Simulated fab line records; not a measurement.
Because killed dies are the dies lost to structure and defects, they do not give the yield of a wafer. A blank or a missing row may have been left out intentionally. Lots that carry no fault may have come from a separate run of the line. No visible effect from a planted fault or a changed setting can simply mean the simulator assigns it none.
The tool behind it: which one? :: flow berkeley cmos170 :: 14 lots with 42 wafers sampled at 4 steps, on a route of 331 steps

## WHAT THE GAUGES READ, wafer by wafer
UCB170_M2_CD_MEAS_15 targets a cd of 700 nm. Usual: 700.6 nm for cd nm, sd 1.3.
lot: L222
measured: day 8 00:02
on: cd sem-02
cd nm (nm): 701.5 701.3 700.3
flag: 

lot: L224
measured: day 8 06:13
on: cd sem-01
cd nm (nm): 700.9 701.4 701.2
flag: 

lot: L225
measured: day 8 11:06
on: cd sem-02
cd nm (nm): 702.7 701.7 701.3
flag: 

lot: L227
measured: day 9 03:57
on: cd sem-02
cd nm (nm): 700.1 700.6 700.1
flag: 

lot: L235
measured: day 9 23:52
on: cd sem-01
cd nm (nm): 700.9 699.3 700.5
flag: 

lot: L232
measured: day 10 00:01
on: cd sem-02
cd nm (nm): 700.7 699.5 699.2
flag: 

lot: L234
measured: day 10 00:15
on: cd sem-01
cd nm (nm): 700.6 700.8 700.0
flag: 

lot: L233
measured: day 10 02:49
on: cd sem-01
cd nm (nm): 699.6 700.3 701.0
flag: 

lot: L237
measured: day 10 14:06
on: cd sem-01
cd nm (nm): 699.7 698.4 699.1
flag: 

lot: L239
measured: day 11 04:15
on: cd sem-01
cd nm (nm): 699.3 697.7 699.8
flag: 

lot: L238
measured: day 11 03:50
on: cd sem-01
cd nm (nm): 701.1 699.2 698.8
flag: 

lot: L243
measured: day 11 15:00
on: cd sem-02
cd nm (nm): 700.9 701.1 701.3
flag: 

lot: L241
measured: day 11 15:04
on: cd sem-01
cd nm (nm): 701.9 702.1 703.1
flag: 

lot: L245
measured: day 12 03:35
on: cd sem-02
cd nm (nm): 701.8 702.0 702.3
flag: 

UCB170_M2_CD_MEAS_90 targets a cd of 700 nm. Usual: 704 nm for cd nm, sd 3.2.
lot: L222
measured: day 8 00:31
on: cd sem-02
cd nm (nm): 706 705 705
flag: 

lot: L224
measured: day 8 06:43
on: cd sem-01
cd nm (nm): 702 704 706
flag: 

lot: L225
measured: day 8 11:42
on: cd sem-02
cd nm (nm): 704 704 701
flag: 

lot: L227
measured: day 9 04:26
on: cd sem-02
cd nm (nm): 700 703 699
flag: 

lot: L235
measured: day 10 00:22
on: cd sem-01
cd nm (nm): 704 699 705
flag: 

lot: L232
measured: day 10 00:30
on: cd sem-02
cd nm (nm): 704 707 706
flag: 

lot: L234
measured: day 10 00:49
on: cd sem-01
cd nm (nm): 699 699 697
flag: 

lot: L233
measured: day 10 03:18
on: cd sem-01
cd nm (nm): 701 700 701
flag: 

lot: L237
measured: day 10 14:35
on: cd sem-02
cd nm (nm): 704 702 701
flag: 

lot: L239
measured: day 11 04:48
on: cd sem-01
cd nm (nm): 696 698 700
flag: 

lot: L238
measured: day 11 04:21
on: cd sem-01
cd nm (nm): 707 704 704
flag: 

lot: L243
measured: day 11 15:29
on: cd sem-01
cd nm (nm): 702 699 702
flag: 

lot: L241
measured: day 11 15:34
on: cd sem-02
cd nm (nm): 705 707 704
flag: 

lot: L245
measured: day 12 04:04
on: cd sem-02
cd nm (nm): 701 703 705
flag: 

UCB170_M3_BOW_MEAS_20. Usual: M3_BOW typically reads 35 um, with standard deviation 7.8.
lot: L222
measured: day 8 06:35
on: film metro-01
M3_BOW (um): 21 29 32
flag: 

lot: L224
measured: day 8 15:08
on: film metro-01
M3_BOW (um): 29 30 32
flag: 

lot: L225
measured: day 8 19:23
on: film metro-04
M3_BOW (um): 57 45 42
flag: 

lot: L227
measured: day 9 09:59
on: film metro-02
M3_BOW (um): 33 41 49
flag: 

lot: L235
measured: day 10 06:50
on: film metro-04
M3_BOW (um): 50 41 44
flag: 

lot: L232
measured: day 10 07:05
on: film metro-01
M3_BOW (um): 30 31 39
flag: 

lot: L234
measured: day 10 07:23
on: film metro-02
M3_BOW (um): 30 29 40
flag: 

lot: L233
measured: day 10 09:31
on: film metro-01
M3_BOW (um): 22 30 44
flag: 

lot: L237
measured: day 10 21:22
on: film metro-04
M3_BOW (um): 43 23 34
flag: 

lot: L239
measured: day 11 12:20
on: film metro-04
M3_BOW (um): 27 38 38
flag: 

lot: L238
measured: day 11 11:16
on: film metro-02
M3_BOW (um): 38 42 34
flag: 

lot: L243
measured: day 11 22:57
on: film metro-01
M3_BOW (um): 37 41 41
flag: 

lot: L241
measured: day 11 22:31
on: film metro-01
M3_BOW (um): 29 32 24
flag: 

lot: L245
measured: day 12 10:35
on: film metro-02
M3_BOW (um): 34 25 42
flag: 

## WHICH TOOL RAN EACH LOT (tool, then ch and the chambers of the sampled wafers, then the start)
lot: L222
UCB170_M1_METAL_ETCH_12: rie metal-01 ch 0,1, day 7 15:32

lot: L224
UCB170_M1_METAL_ETCH_12: rie metal-03 ch 1, day 7 18:19

lot: L225
UCB170_M1_METAL_ETCH_12: rie metal-03 ch 0,1, day 8 00:30

lot: L227
UCB170_M1_METAL_ETCH_12: rie metal-04 ch 0,1, day 8 16:52

lot: L235
UCB170_M1_METAL_ETCH_12: rie metal-04 ch 0,1, day 9 11:17

lot: L232
UCB170_M1_METAL_ETCH_12: rie metal-03 ch 0,1, day 9 12:35

lot: L234
UCB170_M1_METAL_ETCH_12: rie metal-04 ch 0,1, day 9 14:25

lot: L233
UCB170_M1_METAL_ETCH_12: rie metal-03 ch 0,1, day 9 19:28

lot: L237
UCB170_M1_METAL_ETCH_12: rie metal-04 ch 1, day 10 06:47

lot: L239
UCB170_M1_METAL_ETCH_12: rie metal-04 ch 0,1, day 10 18:25

lot: L238
UCB170_M1_METAL_ETCH_12: rie metal-01 ch 0, day 10 18:32

lot: L243
UCB170_M1_METAL_ETCH_12: rie metal-04 ch 0,1, day 11 05:57

lot: L241
UCB170_M1_METAL_ETCH_12: rie metal-01 ch 0,1, day 11 06:06

lot: L245
UCB170_M1_METAL_ETCH_12: rie metal-04 ch 0,1, day 11 20:50
- UCB170_M1_METAL_ETCH_12: etches Al in Cl2/BCl3, stops on PSG, target depth 780 nm, time 130 s.

## WHAT THE TOOLS THEMSELVES READ (means of the sampled wafers that have a number; where no wafer has one, the mark that the record gives instead)
UCB170_M1_METAL_ETCH_12. Usual: drypump motor current A 6.1 A, standard deviation 0.61; oes product au 0.855 a.u., standard deviation 0.012; rf fwd power W 597.3 W, standard deviation 1.7; throttle valve pct 24.4 %, standard deviation 0.37.
lot: L222
tool: rie metal-01
drypump motor current A (A): 5.9
oes product au (a.u.): 0.848
rf fwd power W (W): 597.9
throttle valve pct (%): 24.7
flag: 

lot: L224
tool: rie metal-03
drypump motor current A (A): 6.3
oes product au (a.u.): 0.869
rf fwd power W (W): 596.1
throttle valve pct (%): 24.8
flag: 

lot: L225
tool: rie metal-03
drypump motor current A (A): 6.4
oes product au (a.u.): 0.863
rf fwd power W (W): 597.1
throttle valve pct (%): 24.6
flag: 

lot: L227
tool: rie metal-04
drypump motor current A (A): 5.6
oes product au (a.u.): 0.843
rf fwd power W (W): 598.8
throttle valve pct (%): 24.2
flag: 

lot: L235
tool: rie metal-04
drypump motor current A (A): 6.2
oes product au (a.u.): 0.844
rf fwd power W (W): 596.8
throttle valve pct (%): 24.0
flag: 

lot: L232
tool: rie metal-03
drypump motor current A (A): 6.4
oes product au (a.u.): 0.854
rf fwd power W (W): 596.6
throttle valve pct (%): 24.6
flag: 

lot: L234
tool: rie metal-04
drypump motor current A (A): 5.6
oes product au (a.u.): 0.842
rf fwd power W (W): 597.5
throttle valve pct (%): 24.2
flag: 

lot: L233
tool: rie metal-03
drypump motor current A (A): 6.3
oes product au (a.u.): 0.864
rf fwd power W (W): 596.8
throttle valve pct (%): 24.7
flag: 

lot: L237
tool: rie metal-04
drypump motor current A (A): 6.8
oes product au (a.u.): 0.860
rf fwd power W (W): 598.5
throttle valve pct (%): 23.8
flag: 

lot: L239
tool: rie metal-04
drypump motor current A (A): 6.2
oes product au (a.u.): 0.851
rf fwd power W (W): 598.9
throttle valve pct (%): 24.0
flag: 

lot: L238
tool: rie metal-01
drypump motor current A (A): 6.1
oes product au (a.u.): 0.850
rf fwd power W (W): 597.8
throttle valve pct (%): 24.2
flag: 

lot: L243
tool: rie metal-04
drypump motor current A (A): 5.6
oes product au (a.u.): 0.835
rf fwd power W (W): 596.8
throttle valve pct (%): 24.2
flag: 

lot: L241
tool: rie metal-01
drypump motor current A (A): 5.9
oes product au (a.u.): 0.858
rf fwd power W (W): 598.2
throttle valve pct (%): 24.7
flag: 

lot: L245
tool: rie metal-04
drypump motor current A (A): 6.2
oes product au (a.u.): 0.848
rf fwd power W (W): 600.2
throttle valve pct (%): 24.0
flag: 

## THE ANSWER, worked out from the rows above alone
Rule: a lot is off if the mean of its wafers that have a number lies more than 3 standard deviations from the usual mean. Also off: a lot with no number at a reading for which 4 or more lots have one. Any other lot the step has rows for is counted as sound. First the gauges in route order, then the tools' own readings, where a lot's mean is used as printed above. At the first step where some lot is off, the reading lying furthest off is the one used; lots without a number count as furthest.
No lot is off at any reading shown: from this, nothing can be told.

## WHAT WAS PUT IN BY THE SIMULATOR
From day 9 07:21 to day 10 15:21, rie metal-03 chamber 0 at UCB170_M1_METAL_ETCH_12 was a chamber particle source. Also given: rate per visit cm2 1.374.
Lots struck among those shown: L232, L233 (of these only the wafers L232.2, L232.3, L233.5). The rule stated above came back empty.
